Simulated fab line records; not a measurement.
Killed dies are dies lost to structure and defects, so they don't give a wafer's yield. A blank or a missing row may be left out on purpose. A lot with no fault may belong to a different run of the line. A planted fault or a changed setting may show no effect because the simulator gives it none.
Struck lot and sound lot, side by side | flow rit_cmos | 28 steps out of a route of 202
Sound: wafers L152.2, L152.3, L152.4. The struck wafers were L158.1, L158.2, L158.6. The cause comes at the end.
Each step with rows lists, per side, the tool, then ch with its chambers, then its first start. Under that, the readings that differ: sound wafers | struck wafers | difference of the means | sigmas: that difference in standard deviations of wafers without a fault.
alike: a reading whose means differ by less than 2 such deviations, as well as words and numbers matching on both sides. not compared: withheld readings; readings where some wafer has no value; bounds like >300 that might hide an equal value; numbers whose values overlap and for which the record gives no deviation.
A row with sigmas, a row that says differs or no value, or rows on one side alone: a step with any of these is where the two part. Numbers that have no deviation but don't overlap get no sigmas and don't part them. A reading that every wafer of one side lacks parts them only if that side has two wafers or more.

RIT_ACTIVE_BOW_MEAS_00:
  sound on film_metro-04 at day 2 01:01; struck on film_metro-03 at day 3 07:00
  alike: INCOMING_BOW
RIT_ACTIVE_OXIDATION_01: target thk 46.8 nm, ox time 3360 s.
  sound on furnace-03 ch 0, day 2 05:47; struck on furnace-04 ch 0, day 3 08:09
  reading                                       | sound             | struck           | difference | sigmas
  model.SiO2_of_ACTIVE_OXIDATION_01.thk_nm (nm) | 47.29 46.83 47.39 | 42.3 42.01 42.79 | -4.8       |
  alike: ox_temp_c
RIT_ACTIVE_THK_MEAS_02:
  sound on film_metro-02 at day 2 07:44; struck on film_metro-04 at day 3 10:05
  reading               | sound          | struck         | difference | sigmas
  ACTIVE_OXIDE_THK (nm) | 47.3 46.8 47.4 | 42.3 42.0 42.8 | -4.8       | -5
then, 1 step without rows for these wafers: RIT_ACTIVE_CVD_03 (deposits Si3N4 from SiH2Cl2/NH3, target thk 150 nm, time 1500 s).
RIT_ACTIVE_THK_MEAS_04:
  sound on film_metro-02 at day 2 09:13; struck on film_metro-03 at day 3 11:34
  alike: ACTIVE_NITRIDE_THK
then, 6 steps without rows for these wafers: RIT_ACTIVE_HMDS_05 (prime time 60 s); RIT_ACTIVE_COAT_06 (resist thk 1000 nm); RIT_ACTIVE_SOFTBAKE_07 (time 60 s); RIT_ACTIVE_EXPOSE_08 (exposes mask M1, target cd 1400 nm); RIT_ACTIVE_PEB_09; RIT_ACTIVE_DEVELOP_10 (develop time 50 s).
RIT_ACTIVE_CD_MEAS_11: target cd 1400 nm.
  sound on cd_sem-02 at day 2 10:16; struck on cd_sem-02 at day 3 12:36
  alike: cd_nm
then, 1 step without rows for these wafers: RIT_ACTIVE_HARDBAKE_12 (time 60 s).
RIT_ACTIVE_ETCH_13: etches Si3N4 in SF6, stops on SiO2, time 210 s, target depth 210 nm.
  sound on rie_diel-01 ch 1,2, day 2 10:31; struck on rie_diel-01 ch 0,1,2, day 3 12:52
  alike: drypump_motor_current_A, oes_product_au, throttle_valve_pct
  not compared: rf_hours_counter_h
RIT_ACTIVE_STRIP_14: strips in O2, time 180 s.
  sound on plasma_asher-04 ch 0,1, day 2 10:38; struck on plasma_asher-04 ch 0,1, day 3 13:00
  alike: drypump_motor_current_A
  not compared: rf_hours_counter_h
RIT_ACTIVE_CD_MEAS_90: target cd 1400 nm.
  sound on cd_sem-02 at day 2 10:50; struck on cd_sem-01 at day 3 13:11
  alike: cd_nm
then, 4 steps without rows for these wafers: RIT_ACTIVE_CLEAN_15 (cleans in SC1, time 600 s); RIT_ACTIVE_CLEAN_16 (cleans in dHF, time 30 s); RIT_ACTIVE_CLEAN_17 (cleans in SC2, time 600 s); RIT_FOX1_OXIDATION_00 (target thk 350.7 nm, ox time 1130 s).
RIT_FOX1_THK_MEAS_01:
  sound on film_metro-04 at day 2 14:49; struck on film_metro-02 at day 3 16:44
  alike: FOX1_OXIDE_THK
then, 2 steps without rows for these wafers: RIT_FOX1_WET_ETCH_02 (etches SiO2 in BOE, target depth 350 nm, time 390 s); RIT_FOX2_OXIDATION_00 (target thk 350.7 nm, ox time 1130 s).
RIT_FOX2_THK_MEAS_01:
  sound on film_metro-03 at day 2 21:00; struck on film_metro-01 at day 3 18:14
  alike: FOX2_OXIDE_THK
then, 1 step without rows for these wafers: RIT_FOX2_CLEAN_02 (cleans in dHF, time 180 s).
RIT_FOX2_WET_ETCH_03: etches Si3N4 in H3PO4, target depth 195 nm, time 2700 s.
  sound on wet_bench-01 ch 1, day 2 21:11; struck on wet_bench-04 ch 0, day 3 18:22
  reading                                       | sound             | struck            | difference | sigmas
  model.SiO2_of_ACTIVE_OXIDATION_01.thk_nm (nm) | 41.17 41.35 41.85 | 37.72 37.02 37.11 | -4.17      |
RIT_FOX2_THK_MEAS_90:
  sound on film_metro-03 at day 2 21:57; struck on film_metro-03 at day 3 19:11
  alike: FIELD_OXIDE_LEFT_1_THK
RIT_M1_PROBE_99:
  sound on prober-02 at day 4 19:15; struck on prober-02 at day 5 12:35
  reading                             | sound             | struck            | difference | sigmas
  model.etest.pldd.width_nm (nm)      | 3155 3158 3178    | 3212 3232 3206    | +53        |
  model.etest.nldd.width_nm (nm)      | 3159 3139 3155    | 3210 3208 3207    | +57        |
  model.etest.pplus_sal.width_nm (nm) | 3447 3459 3448    | 3496 3494 3478    | +38        |
  model.etest.nplus_sal.width_nm (nm) | 3420 3445 3446    | 3482 3507 3484    | +54        |
  model.etest.nmos_narrow.drive_ua_um | 213.8 218.3 217.9 | 239.3 243.2 238.8 | +23.8      |
  model.etest.pmos_narrow.drive_ua_um | 97.68 99.68 98.82 | 109 111.6 108     | +11        |
  alike: killed_at_contacts, killed_at_front_end, killed_dies, killed_open, killed_short

## WHERE THEY PART
Only at RIT_ACTIVE_THK_MEAS_02, within this record. Later steps at which nothing parts them and some readings are alike: RIT_ACTIVE_THK_MEAS_04, RIT_ACTIVE_CD_MEAS_11, RIT_ACTIVE_ETCH_13, RIT_ACTIVE_STRIP_14, RIT_ACTIVE_CD_MEAS_90, RIT_FOX1_THK_MEAS_01, RIT_FOX2_THK_MEAS_01, RIT_FOX2_THK_MEAS_90, RIT_M1_PROBE_99.

WHY: the cause the simulator had injected
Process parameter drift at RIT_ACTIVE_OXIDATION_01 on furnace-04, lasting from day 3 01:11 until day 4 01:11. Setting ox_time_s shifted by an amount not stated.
